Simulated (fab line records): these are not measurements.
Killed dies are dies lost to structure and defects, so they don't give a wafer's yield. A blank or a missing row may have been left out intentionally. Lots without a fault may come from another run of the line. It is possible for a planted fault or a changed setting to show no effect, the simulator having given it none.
Struck lot and sound lot, side by side + flow rit-cmos + 19 steps out of a route of 202
Sound: wafers L489.2, L489.3, L489.4. Struck: wafer L496.4 (L496.2, L496.3, from the same lot, were not struck and are left out); the cause is given at the end.
For every step that has rows: the tool of each side, followed by ch and its chambers, followed by its first start. Under that, the readings that differ: sound wafers + struck wafers + difference of the means + sigmas: that difference in standard deviations of wafers without a fault.
alike: readings with means less than 2 such deviations apart, plus words and numbers identical on both sides. not compared: withheld readings, readings lacking a value on some wafer, bounds such as >300 that could conceal the same value, and numbers that have no deviation in the record and whose values overlap.
A row with sigmas, a row that says differs or no value, or rows on one side alone: a step with any of these is where the two part. Non-overlapping numbers with no deviation appear without sigmas and do not part them. Lack of a reading on every wafer of one side parts them only where that side has two or more wafers.

RIT_M1_SPUTTER_00: material Al, target thk 400 nm, time 500 s.
  sound on pvd-sputter-04 at day 4 21:08; struck on pvd-sputter-04 at day 6 10:20
  alike: throttle-valve-pct
RIT_M1_RS_MEAS_01: the measuring method here is four-point-probe.
  sound on film-metro-04 at day 4 21:27; struck on film-metro-03 at day 6 10:38
  alike: M1_AL_RS
RIT_M1_THK_MEAS_02: measures by xrf.
  sound on film-metro-04 at day 4 21:34; struck on film-metro-03 at day 6 10:45
  alike: M1_AL_THK
then, 6 steps without rows for these wafers: RIT_M1_HMDS_03 (prime time 60 s); RIT_M1_COAT_04 (resist thk 1300 nm); RIT_M1_SOFTBAKE_05 (time 60 s); RIT_M1_EXPOSE_06 (exposes mask M12, target cd 2600 nm); RIT_M1_PEB_07; RIT_M1_DEVELOP_08 (develop time 68 s).
RIT_M1_CD_MEAS_09: the cd target is 2600 nm.
  sound on cd-sem-01 at day 4 22:38; struck on cd-sem-01 at day 6 11:42
| reading    | sound                | struck | difference | sigmas |
|------------|----------------------|--------|------------|--------|
| cd-nm (nm) | 2604.6 2605.5 2602.6 | 2598.9 | -5.3       | -3     |
RIT_M1_OVL_MEAS_10:
  sound on overlay-01 at day 4 22:44; struck on overlay-01 at day 6 11:49
  alike: M1_OVL
then, 1 step without rows for these wafers: RIT_M1_HARDBAKE_11 (time 120 s).
RIT_M1_METAL_ETCH_12: etches Al in Cl2/BCl3, stops on SiO2, time 165 s, target depth 600 nm.
  sound on rie-metal-02 ch 0,1, day 4 23:01; struck on rie-metal-03 ch 1, day 6 12:05
  alike: drypump-motor-current-A, oes-product-au, throttle-valve-pct
  not compared: rf-hours-counter-h
then, 1 step without rows for these wafers: RIT_M1_STRIP_13 (strips in nmp, time 600 s).
RIT_M1_STRIP_14: strips in O2, time 180 s.
  sound on plasma-asher-03 ch 0,1, day 4 23:22; struck on plasma-asher-01 ch 0, day 6 12:26
  alike: drypump-motor-current-A
  not compared: rf-hours-counter-h
RIT_M1_CD_MEAS_90: the cd target is 2600 nm.
  sound on cd-sem-01 at day 4 23:34; struck on cd-sem-01 at day 6 12:38
  alike: cd-nm
then, 1 step without rows for these wafers: RIT_M1_ANNEAL_15 (time 1723 s).
RIT_M1_BOW_MEAS_16:
  sound on film-metro-04 at day 5 01:11; struck on film-metro-01 at day 6 15:38
  alike: M1_BOW
RIT_M1_PROBE_99:
  sound on prober-02 at day 5 01:20; struck on prober-02 at day 6 15:53
| reading                               | sound             | struck | difference | sigmas      |
|---------------------------------------|-------------------|--------|------------|-------------|
| defect-limited-yield (%)              | 94.7 95.8 95.8    | 86.0   | -9.4       | -9          |
| killed_at_M0_to_M3                    | 0 0 0             | 31     | +31        | +99 or more |
| killed-at-front-end                   | 14 11 11          | 6      | -6         | -2          |
| killed-dies                           | 14 11 11          | 37     | +25        | +9          |
| killed-short                          | 4 3 7             | 0      | -5         | -3          |
| sort_bin_3_pad_short (%)              | 0.4 0 0.4         | 1.1    | +0.8       | +4          |
| sort_bin_5_function (%)               | 2.3 2.3 2.3       | 10.2   | +7.9       | +11         |
| sort-n-pass                           | 250.0 253.0 253.0 | 227.0  | -25.0      | -9          |
| sort-yield-pct (%)                    | 94.7 95.8 95.8    | 86.0   | -9.4       | -9          |
| model.etest.tester.sort-n-pass        | 250 253 253       | 227    | -25        |             |
| model.etest.tester.sort-yield-pct (%) | 94.7 95.83 95.83  | 85.98  | -9.47      |             |
| model.etest.tester.sort_bin_5_pct (%) | 2.273 2.273 2.273 | 10.23  | +7.96      |             |
  alike: killed-at-contacts, killed-on-rim, killed-open, sort_bin_6_memory
  not compared: model.etest.tester.sort_bin_6_pct

## WHERE THEY PART
At RIT_M1_CD_MEAS_09 first; at RIT_M1_PROBE_99 last (within this record only).

WHY: what the simulator had put in
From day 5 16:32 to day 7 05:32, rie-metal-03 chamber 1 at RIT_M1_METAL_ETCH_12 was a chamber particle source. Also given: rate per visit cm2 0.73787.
